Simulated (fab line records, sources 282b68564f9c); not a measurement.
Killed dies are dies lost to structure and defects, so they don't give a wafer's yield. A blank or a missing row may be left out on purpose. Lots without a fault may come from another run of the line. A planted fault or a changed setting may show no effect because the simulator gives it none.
fab line records | flow rit_cmos
record lots=14 wafers=42 last_day=8
route steps=202 shown M1@196
lots that met no fault: from a run of the same line without faults
start_h: hours from the record's first day to the start of the lot's first wafer shown | wait_h: hours since the lot's step before | " the same as in the row above | L1.1+2: a row that stands for several wafers | - no value, or no start given | * or withheld: withheld | < > ~ a bound
route shown NAME@n: a module of which the file shows steps, and the number in the route of the first | usual: mean/standard deviation of fault-free wafers | same: alike in all rows | chamber/n: place in a boat | sites: the reading at each site | _std_site: their standard deviation | _edge_site: outer sites' mean less inner sites' | radius_mm: how far each site lies from the wafer's centre | mask NAME#n: copy n | behind: the tool/chamber that last shaped the wafer | hold: why the lot was held/for how many hours/how that ended | device: the transistor (n, p or np) that didn't switch | end of line: the same wafers' tests at the end of the route | a step without rows: its recipe alone | killed: dies lost to structure and defects at the first sort, not the wafer's yield | map: a wafer's dies, x killed, . not, _ none there
set.NAME: the setting as run; set.NAME@STEP: as run at that earlier step | model.NAME: the simulator's own value behind a step, which no gauge read
steps of the route over a sample of lots; a table a step, a row a wafer
services: from which hour (start_h, from the record's first day; less than 0 if before it) a tool's chamber was out of use, for how many hours, and why
## steps
# step RIT_M1_METAL_ETCH_12
# recipe stop_on=SiO2 chemistry=Cl2/BCl3 target=Al time_s=165 over_etch_frac=0.5 pressure_mtorr=100 target_depth_a=6000 rf_w=250 Cl2_flow_sccm=60 bcl3_flow_sccm=50
# usual drypump_motor_current_A=5.8/0.49 oes_product_au=0.779/0.012 rf_fwd_power_W=248.9/0.78 throttle_valve_pct=8.31/0.1
# same time_s=165
# columns lot.wafer tool chamber start_h wait_h drypump_motor_current_A oes_product_au rf_fwd_power_W rf_hours_counter_h throttle_valve_pct
L671.1 rie_metal-01 0 61.44 0.2 6.0 0.767 248.3 4 8.30
L671.2 " 1 " " 4.9 0.796 249.5 4 8.28
L671.4 " 0 " " 6.0 0.769 249.0 - 8.28
L674.1 rie_metal-01 0 71.95 0.2 6.0 0.773 249.1 4 8.30
L674.4 " 0 " " 5.9 0.770 247.7 - 8.30
L674.6 " 0 " " 6.0 0.766 249.9 - 8.32
L678.1 rie_metal-04 1 96.90 0.2 6.5 0.767 247.7 38 8.23
L678.3 " 1 " " 6.5 0.775 248.1 - 8.21
L678.4 " 0 " " 6.2 0.773 249.2 - 8.45
L679.4 rie_metal-02 1 103.70 0.1 5.7 0.785 249.1 - 8.19
L679.5 " 0 " " 5.8 0.776 249.6 - 8.42
L679.6 " 1 " " 5.7 0.785 249.7 - 8.16
L680.3 rie_metal-01 0 106.98 0.2 6.0 0.764 247.6 - 8.31
L680.4 " 1 " " 4.9 0.776 248.5 - 8.28
L680.6 " 1 " " 4.9 0.773 247.8 - 8.27
L682.1 rie_metal-02 1 113.84 0.2 5.7 0.790 248.5 1 8.18
L682.3 " 1 " " 5.8 0.789 249.4 - 8.17
L682.5 " 1 " " 5.7 0.793 250.0 - 8.18
L683.3 rie_metal-01 0 120.71 0.2 5.9 0.762 250.3 - 8.29
L683.5 " 0 " " 5.9 0.779 249.2 - 8.29
L683.6 " 1 " " 4.9 0.805 249.4 - 8.29
L684.1 rie_metal-04 1 127.68 0.2 6.5 0.777 247.7 38 8.22
L684.3 " 0 " " 6.1 0.786 249.2 - 8.45
L684.6 " 0 " " 6.2 0.792 248.7 - 8.45
L685.2 rie_metal-02 0 132.43 0.2 5.8 0.765 247.4 1 8.43
L685.3 " 0 " " 5.8 0.773 247.7 - 8.42
L685.4 " 1 " " 5.8 0.797 250.0 - 8.18
L687.1 rie_metal-02 0 139.89 0.2 5.8 0.768 248.9 2 8.42
L687.2 " 1 " " 5.7 0.785 250.4 2 8.19
L687.3 " 0 " " 5.8 0.753 249.9 - 8.42
L688.1 rie_metal-01 1 143.48 0.2 4.9 0.784 249.3 5 8.29
L688.3 " 0 " " 5.9 0.729 147.4 - 8.31
L688.4 " 1 " " 5.0 0.793 248.5 - 8.29
L689.1 rie_metal-02 0 150.21 0.2 5.8 0.762 248.8 2 8.43
L689.2 " 1 " " 5.8 0.771 248.1 2 8.17
L689.4 " 1 " " 5.7 0.787 248.2 - 8.19
L690.1 rie_metal-01 1 153.36 0.2 4.9 0.797 248.3 5 8.29
L690.3 " 0 " " 6.0 0.721 149.4 - 8.33
L690.5 " 1 " " 4.9 0.790 248.5 - 8.27
L694.1 rie_metal-04 1 185.15 0.2 6.5 0.776 248.3 0 8.21
L694.2 " 0 " " 6.1 0.775 249.7 0 8.47
L694.3 " 1 " " 6.5 0.780 248.6 - 8.21
# step RIT_M1_CD_MEAS_90
# recipe target_cd_nm=2600
# usual cd_nm=2600.1/2.8
# columns lot.wafer tool chamber start_h wait_h cd_nm
L671.1 cd_sem-01 - 61.96 0.1 2601.4
L671.2 " - " " 2599.2
L671.4 " - " " 2599.6
L674.1 cd_sem-01 - 72.46 0.1 2597.9
L674.4 " - " " 2596.3
L674.6 " - " " 2595.5
L678.1 cd_sem-01 - 97.41 0.1 2603.1
L678.3 " - " " 2600.8
L678.4 " - " " 2601.7
L679.4 cd_sem-02 - 104.21 0.1 2601.7
L679.5 " - " " 2599.1
L679.6 " - " " 2598.9
L680.3 cd_sem-01 - 107.48 0.1 2599.3
L680.4 " - " " 2598.9
L680.6 " - " " 2598.6
L682.1 cd_sem-01 - 114.36 0.1 2599.3
L682.3 " - " " 2597.4
L682.5 " - " " 2597.3
L683.3 cd_sem-01 - 121.22 0.1 2597.4
L683.5 " - " " 2597.5
L683.6 " - " " 2598.4
L684.1 cd_sem-01 - 128.19 0.1 2602.2
L684.3 " - " " 2603.7
L684.6 " - " " 2603.4
L685.2 cd_sem-01 - 132.97 0.1 2598.0
L685.3 " - " " 2600.5
L685.4 " - " " 2597.1
L687.1 cd_sem-02 - 140.41 0.1 2598.5
L687.2 " - " " 2600.7
L687.3 " - " " 2599.7
L688.1 cd_sem-02 - 144.00 0.1 2597.3
L688.3 " - " " 2615.1
L688.4 " - " " 2598.6
L689.1 cd_sem-01 - 150.72 0.1 2596.8
L689.2 " - " " 2596.4
L689.4 " - " " 2596.8
L690.1 cd_sem-02 - 153.87 0.1 2599.6
L690.3 " - " " 2613.9
L690.5 " - " " 2596.9
L694.1 cd_sem-02 - 185.66 0.1 2603.8
L694.2 " - " " 2601.9
L694.3 " - " " 2602.7
# step RIT_M1_PROBE_99
# usual defect_limited_yield=97.5/1.1 killed_at_M0_to_M3=0/0 killed_at_contacts=0.1/0.23 killed_at_front_end=7/3 killed_dies=7/3 killed_on_rim=1.8/1.5 killed_open=3.3/1.8 killed_short=3.3/2.2 sort_bin_3_pad_short=0.1/0.23 sort_bin_5_function=1.5/0.83 sort_bin_6_memory=0.9/0.6 sort_n_pass=257/3 sort_yield_pct=97.5/1.1
# same gross_dies=264 killed_at_M4_up=0 killed_at_back_side=0 killed_at_other=0
# columns lot.wafer tool chamber start_h wait_h defect_limited_yield[%] killed_at_M0_to_M3 killed_at_contacts killed_at_front_end killed_dies killed_on_rim killed_open killed_short sort_bin_3_pad_short[%] sort_bin_5_function[%] sort_bin_6_memory[%] sort_n_pass sort_yield_pct[%]
L671.1 prober-01 - 63.70 0.1 98.5 0 0 4 4 1 4 0 0 1.1 0.4 260 98.5
L671.2 prober-01 - 63.75 0.1 98.9 0 0 3 3 2 0 3 0 0.8 0.4 261 98.9
L671.4 prober-01 - 63.85 0.2 98.5 0 0 4 4 1 2 2 0.4 0.8 0.4 260 98.5
L674.1 prober-02 - 74.20 0.1 99.2 0 0 2 2 1 1 1 0 0.8 0 262 99.2
L674.4 prober-02 - 74.35 0.2 95.8 0 0 11 11 4 3 8 0.4 3.8 0 253 95.8
L674.6 prober-02 - 74.45 0.2 98.5 0 0 4 4 1 3 1 0 0.8 0.8 260 98.5
L679.4 prober-02 - 106.04 0.2 97.3 0 0 7 7 2 3 4 0 1.5 1.1 257 97.3
L679.5 prober-02 - 106.09 0.2 96.6 0 0 9 9 4 4 5 0.4 1.9 1.1 255 96.6
L679.6 prober-02 - 106.14 0.2 98.1 0 0 5 5 0 2 3 0 0.8 1.1 259 98.1
L682.1 prober-01 - 116.10 0.1 96.2 0 0 10 10 3 6 4 0 1.5 2.3 254 96.2
L682.3 prober-01 - 116.20 0.2 98.1 0 1 4 5 2 3 2 0.4 0.8 0.8 259 98.1
L682.5 prober-01 - 116.30 0.2 98.1 0 0 5 5 3 3 2 0 1.1 0.8 259 98.1
L683.3 prober-02 - 123.02 0.2 97.0 0 0 8 8 1 6 2 0.4 1.5 1.1 256 97.0
L683.5 prober-02 - 123.12 0.2 98.5 0 0 4 4 1 2 2 0.4 1.1 0 260 98.5
L683.6 prober-02 - 123.17 0.2 97.3 0 0 7 7 2 4 3 0 1.5 1.1 257 97.3
L685.2 prober-02 - 134.74 0.1 95.8 0 0 11 11 3 6 5 0.8 2.3 1.1 253 95.8
L685.3 prober-02 - 134.79 0.2 98.5 0 0 4 4 1 1 3 0.8 0.4 0.4 260 98.5
L685.4 prober-02 - 134.84 0.2 95.1 0 0 13 13 4 6 7 0.4 1.9 2.7 251 95.1
L687.1 prober-02 - 142.15 0.1 97.3 0 1 6 7 2 2 5 0.8 1.5 0.4 257 97.3
L687.2 prober-02 - 142.20 0.1 95.5 0 0 12 12 3 9 3 0 3.4 1.1 252 95.5
L687.3 prober-02 - 142.25 0.2 98.5 0 0 4 4 0 2 2 0.4 0.8 0.4 260 98.5
L688.1 prober-01 - 145.74 0.1 95.8 0 0 11 11 2 6 5 0 2.3 1.9 253 95.8
L688.3 prober-01 - 145.84 0.2 0 256 1 7 264 70 4 4 0 98.9 1.1 0 0
L688.4 prober-01 - 145.89 0.2 98.9 0 0 3 3 1 1 2 0 1.1 0 261 98.9
L690.1 prober-01 - 155.61 0.1 97.3 0 0 7 7 0 4 3 0 1.5 1.1 257 97.3
L690.3 prober-01 - 155.71 0.2 0 257 0 7 264 70 1 6 0 98.9 1.1 0 0
L690.5 prober-01 - 155.81 0.2 98.5 0 0 4 4 1 2 2 0 1.5 0 260 98.5
# killed by level:class
L671.1 SILICIDE:geometric_particle:open=2 FOX1:geometric_particle:open=1 SPACER:geometric_particle:open=1
L671.2 SPACER:geometric_particle:short=2 FOX2:geometric_particle:short=1
L671.4 GATE:geometric_particle:short=1 GATE:geometric_particle:open=1 SPACER:geometric_particle:short=1 SILICIDE:geometric_particle:open=1
L674.1 FOX2:geometric_particle:open=1 GATE:geometric_particle:short=1
L674.4 FOX2:geometric_particle:short=3 FOX1:geometric_particle:open=1 FOX1:geometric_particle:short=1 FOX2:geometric_particle:open=1 GATE:geometric_particle:short=1 REOX:geometric_particle:short=1 SPACER:geometric_particle:short=1 SILICIDE:geometric_particle:open=1
L674.6 FOX1:geometric_particle:open=2 REOX:geometric_particle:short=1 SPACER:geometric_particle:open=1
L679.4 GATE:geometric_particle:open=3 FOX1:geometric_particle:short=1 GATE:geometric_particle:short=1 SPACER:geometric_particle:short=1 SILICIDE:geometric_particle:short=1
L679.5 GATE:geometric_particle:short=3 FOX1:geometric_particle:open=1 FOX2:geometric_particle:short=1 GATE:geometric_particle:open=1 SPACER:geometric_particle:open=1 SILICIDE:geometric_particle:short=1 SILICIDE:geometric_particle:open=1
L679.6 GATE:geometric_particle:short=2 GATE:geometric_particle:open=2 SPACER:geometric_particle:short=1
L682.1 FOX1:geometric_particle:open=3 SPACER:geometric_particle:short=2 FOX1:geometric_particle:short=1 GATE:geometric_particle:short=1 REOX:geometric_particle:open=1 SPACER:geometric_particle:open=1 SILICIDE:geometric_particle:open=1
L682.3 GATE:geometric_particle:open=3 SPACER:geometric_particle:short=1 CONTACT:geometric_particle:short=1
L682.5 GATE:geometric_particle:open=3 SPACER:geometric_particle:short=2
L683.3 FOX1:geometric_particle:open=2 SILICIDE:geometric_particle:open=2 FOX1:geometric_particle:short=1 FOX2:geometric_particle:open=1 FOX2:geometric_particle:short=1 GATE:geometric_particle:open=1
L683.5 FOX1:geometric_particle:short=2 FOX2:geometric_particle:open=1 REOX:geometric_particle:open=1
L683.6 GATE:geometric_particle:open=2 FOX1:geometric_particle:short=1 GATE:geometric_particle:short=1 SPACER:geometric_particle:open=1 SILICIDE:geometric_particle:short=1 SILICIDE:geometric_particle:open=1
L685.2 GATE:geometric_particle:open=4 GATE:geometric_particle:short=3 FOX1:geometric_particle:open=2 REOX:geometric_particle:short=1 SILICIDE:geometric_particle:short=1
L685.3 FOX1:geometric_particle:short=1 FOX2:geometric_particle:short=1 SPACER:geometric_particle:short=1 SILICIDE:geometric_particle:open=1
L685.4 GATE:geometric_particle:short=3 FOX1:geometric_particle:open=2 FOX1:geometric_particle:short=2 GATE:geometric_particle:open=2 REOX:geometric_particle:short=1 REOX:geometric_particle:open=1 SILICIDE:geometric_particle:short=1 SILICIDE:geometric_particle:open=1
L687.1 GATE:geometric_particle:short=3 FOX1:geometric_particle:short=2 SILICIDE:geometric_particle:open=1 CONTACT:geometric_particle:open=1
L687.2 FOX1:geometric_particle:open=3 GATE:geometric_particle:open=2 REOX:geometric_particle:open=2 SPACER:geometric_particle:short=2 SPACER:geometric_particle:open=2 SILICIDE:geometric_particle:short=1
L687.3 ACTIVE:geometric_particle:short=1 GATE:geometric_particle:open=1 GATE:geometric_particle:short=1 REOX:geometric_particle:open=1
L688.1 GATE:geometric_particle:open=4 SILICIDE:geometric_particle:short=2 FOX1:geometric_particle:open=1 FOX1:geometric_particle:short=1 FOX2:geometric_particle:open=1 GATE:geometric_particle:short=1 REOX:geometric_particle:short=1
L688.3 M1:area_etch=256 FOX1:geometric_particle:open=3 FOX1:geometric_particle:short=2 FOX2:geometric_particle:short=1 FOX2:geometric_particle:open=1 CONTACT:geometric_particle:short=1
L688.4 FOX1:geometric_particle:short=1 GATE:geometric_particle:short=1 GATE:geometric_particle:open=1
L690.1 GATE:geometric_particle:short=3 GATE:geometric_particle:open=2 FOX1:geometric_particle:open=1 SPACER:geometric_particle:open=1
L690.3 M1:area_etch=257 GATE:geometric_particle:short=3 SILICIDE:geometric_particle:short=2 FOX2:geometric_particle:open=1 SPACER:geometric_particle:short=1
L690.5 REOX:geometric_particle:short=2 REOX:geometric_particle:open=2
## services
# columns tool chamber start_h hours kind
rie_metal-02 - 82.77 1.4 pm
rie_metal-02 - 87.37 15.6 pm
rie_metal-04 - 109.57 0.1 repair
rie_metal-01 - 133.48 1.4 pm
rie_metal-04 - 136.12 20.0 pm
rie_metal-04 0 136.12 20.0 vent_cycle
rie_metal-04 1 136.12 20.0 vent_cycle
rie_metal-04 0 156.12 - clean
rie_metal-04 1 156.12 - clean
## key
first_sign step=RIT_M1_METAL_ETCH_12 reading=rf_fwd_power_W direction=down sigmas=99+ usual=248.9 struck=148.4
effect step=RIT_M1_METAL_ETCH_12 reading=oes_product_au direction=down sigmas=4.6 usual=0.779 struck=0.725
effect step=RIT_M1_CD_MEAS_90 reading=cd_nm direction=up sigmas=5.1 usual=2600.1 struck=2614.5
effect step=RIT_M1_PROBE_99 reading=killed_at_M0_to_M3 direction=up sigmas=99+ usual=0 struck=256.5
more_kills_born_at RIT_M1_METAL_ETCH_12@rie_metal-01=513
met_at RIT_M1_METAL_ETCH_12
struck_lots L688,L690
struck_wafers L688.3,L690.3
later_rows_left_out L688.3,L690.3
onset_between 120.71 143.48
fault kind=process_parameter_drift tool=rie_metal-01 chamber=0 onset_h=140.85 steps=RIT_M1_METAL_ETCH_12 channel=rf_w offset=-100 shape=step end_h=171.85 stated=250
# later_rows_left_out: the simulator's readings of these wafers behind a module that went badly wrong aren't trusted and aren't shown, but for the sort
